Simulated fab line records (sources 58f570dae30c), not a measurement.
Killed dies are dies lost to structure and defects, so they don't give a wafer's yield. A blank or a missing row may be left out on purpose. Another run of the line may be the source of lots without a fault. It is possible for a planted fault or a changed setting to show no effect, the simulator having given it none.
Which tool did it? + flow berkeleyCmos170 + 14 lots with 42 wafers sampled at 4 steps, on a route of 331 steps

## WHAT THE GAUGES READ, wafer by wafer
UCB170_ACTIVE_CD_MEAS_13: the cd target is 1200 nm. Usual: cdNm reads 1200.1 nm (standard deviation 1.2).
| lot  | measured    | on       | cdNm (nm)            | flag |
|------|-------------|----------|----------------------|------|
| L543 | day 4 01:35 | cdSem-02 | 1201.5 1201.2 1200.5 |      |
| L544 | day 4 12:46 | cdSem-01 | 1201.1 1200.1 1201.3 |      |
| L545 | day 4 18:33 | cdSem-02 | 1200.1 1199.2 1201.4 |      |
| L546 | day 5 04:52 | cdSem-02 | 1200.7 1200.2 1199.2 |      |
| L547 | day 5 04:58 | cdSem-01 | 1198.9 1198.3 1198.5 |      |
| L548 | day 5 12:43 | cdSem-02 | 1190.1 1191.2 1191.8 | OFF  |
| L550 | day 5 22:39 | cdSem-02 | 1191.0 1190.2 1188.6 | OFF  |
| L555 | day 6 19:22 | cdSem-01 | 1200.2 1199.8 1199.5 |      |
| L556 | day 7 07:59 | cdSem-02 | 1198.8 1198.4 1198.3 |      |
| L557 | day 7 16:29 | cdSem-01 | 1201.5 1200.4 1201.1 |      |
| L558 | day 7 19:32 | cdSem-01 | 1202.0 1202.4 1200.9 |      |
| L561 | day 8 02:04 | cdSem-02 | 1200.7 1202.2 1202.1 |      |
| L562 | day 8 17:16 | cdSem-01 | 1197.8 1198.7 1198.9 |      |
| L563 | day 8 17:31 | cdSem-01 | 1201.2 1201.3 1201.9 |      |

UCB170_SCREENOX_THK_MEAS_02. Usual: SCREENOX_OXIDE_THK typically reads 14.33 nm, with standard deviation 0.27.
| lot  | measured    | on           | SCREENOX_OXIDE_THK (nm) | flag |
|------|-------------|--------------|-------------------------|------|
| L543 | day 5 02:42 | filmMetro-02 | 14.48 14.26 14.33       |      |
| L544 | day 5 14:13 | filmMetro-03 | 14.63 14.30 14.58       |      |
| L545 | day 5 22:53 | filmMetro-02 | 14.04 14.14 14.16       |      |
| L546 | day 6 08:58 | filmMetro-01 | 14.65 14.59 14.54       |      |
| L547 | day 6 08:58 | filmMetro-02 | 14.91 14.77 14.90       |      |
| L548 | day 6 20:26 | filmMetro-01 | 14.50 14.15 14.29       |      |
| L550 | day 7 06:19 | filmMetro-01 | 14.56 14.30 14.65       |      |
| L555 | day 8 00:15 | filmMetro-03 | 14.08 14.44 14.23       |      |
| L556 | day 8 07:13 | filmMetro-02 | 14.33 14.28 14.28       |      |
| L557 | day 8 18:25 | filmMetro-02 | 14.55 14.28 14.33       |      |
| L558 | day 8 18:26 | filmMetro-01 | 14.42 14.78 14.43       |      |
| L561 | day 9 00:50 | filmMetro-01 | 14.57 14.50 14.31       |      |
| L562 | day 9 17:40 | filmMetro-03 | 14.64 14.34 14.65       |      |
| L563 | day 9 17:44 | filmMetro-02 | 14.41 14.59 14.41       |      |

UCB170_NSD_OVL_MEAS_07. Usual: NSD_OVL typically reads -6 nm, with standard deviation 5.7.
| lot  | measured     | on         | NSD_OVL (nm) | flag |
|------|--------------|------------|--------------|------|
| L543 | day 6 12:17  | overlay-02 | -6 4 -14     |      |
| L544 | day 7 02:21  | overlay-01 | -9 2 8       |      |
| L545 | day 7 12:40  | overlay-02 | -10 -11 -9   |      |
| L546 | day 7 18:41  | overlay-01 | 2 1 -7       |      |
| L547 | day 7 18:27  | overlay-02 | 0 -1 2       |      |
| L548 | day 8 07:38  | overlay-02 | -9 -10 -18   |      |
| L550 | day 8 14:02  | overlay-02 | -2 -8 -8     |      |
| L555 | day 9 10:16  | overlay-02 | -8 -5 -9     |      |
| L556 | day 10 04:27 | overlay-01 | -10 -2 -1    |      |
| L557 | day 10 05:11 | overlay-01 | 5 -12 2      |      |
| L558 | day 10 04:42 | overlay-01 | -13 -7 -6    |      |
| L561 | day 10 08:53 | overlay-01 | -4 -16 -1    |      |
| L562 | day 11 01:52 | overlay-01 | -1 -2 4      |      |
| L563 | day 11 00:59 | overlay-02 | -5 -10 -8    |      |

## WHAT TOOL EACH LOT RAN ON (gives the tool, then ch and the chambers of the sampled wafers, and finally the start)
| lot  | UCB170_ACTIVE_PEB_11            |
|------|---------------------------------|
| L543 | lithoTrack-03 ch 0, day 4 01:16 |
| L544 | lithoTrack-04 ch 0, day 4 12:25 |
| L545 | lithoTrack-02 ch 0, day 4 18:17 |
| L546 | lithoTrack-03 ch 0, day 5 04:35 |
| L547 | lithoTrack-04 ch 0, day 5 04:40 |
| L548 | lithoTrack-03 ch 0, day 5 12:26 |
| L550 | lithoTrack-03 ch 0, day 5 22:22 |
| L555 | lithoTrack-02 ch 0, day 6 19:05 |
| L556 | lithoTrack-04 ch 0, day 7 07:43 |
| L557 | lithoTrack-02 ch 0, day 7 16:13 |
| L558 | lithoTrack-02 ch 0, day 7 19:16 |
| L561 | lithoTrack-04 ch 0, day 8 01:47 |
| L562 | lithoTrack-02 ch 0, day 8 16:59 |
| L563 | lithoTrack-03 ch 0, day 8 17:15 |
- UCB170_ACTIVE_PEB_11

## WHAT THE TOOLS THEMSELVES READ (means of the sampled wafers that have a number; where no wafer has one, the mark that the record gives instead)
The record holds no such reading with a usual standard deviation.

## THE ANSWER, worked out from the rows above alone
Rule: a lot is off if the mean of its wafers that have a number lies more than 3 standard deviations from the usual mean. A lot without any number at a reading at which 4 lots or more have one is off too. The other lots that the step has rows for count as sound. The gauges are gone through in route order, then the tools' own readings, and for those a lot's mean is taken as printed above. At the first step where some lot is off, the reading lying furthest off is the one used; lots without a number count as furthest.
Off: L548, L550 (UCB170_ACTIVE_CD_MEAS_13, cdNm).
If a tool, at a process step before that reading, ran all the lots that are off and no sound lot after the first of them, it fits. Those tools and the gauges at UCB170_ACTIVE_CD_MEAS_13 are tried in the same way. Not one of the candidates tried fits.

## WHAT WAS PUT IN BY THE SIMULATOR
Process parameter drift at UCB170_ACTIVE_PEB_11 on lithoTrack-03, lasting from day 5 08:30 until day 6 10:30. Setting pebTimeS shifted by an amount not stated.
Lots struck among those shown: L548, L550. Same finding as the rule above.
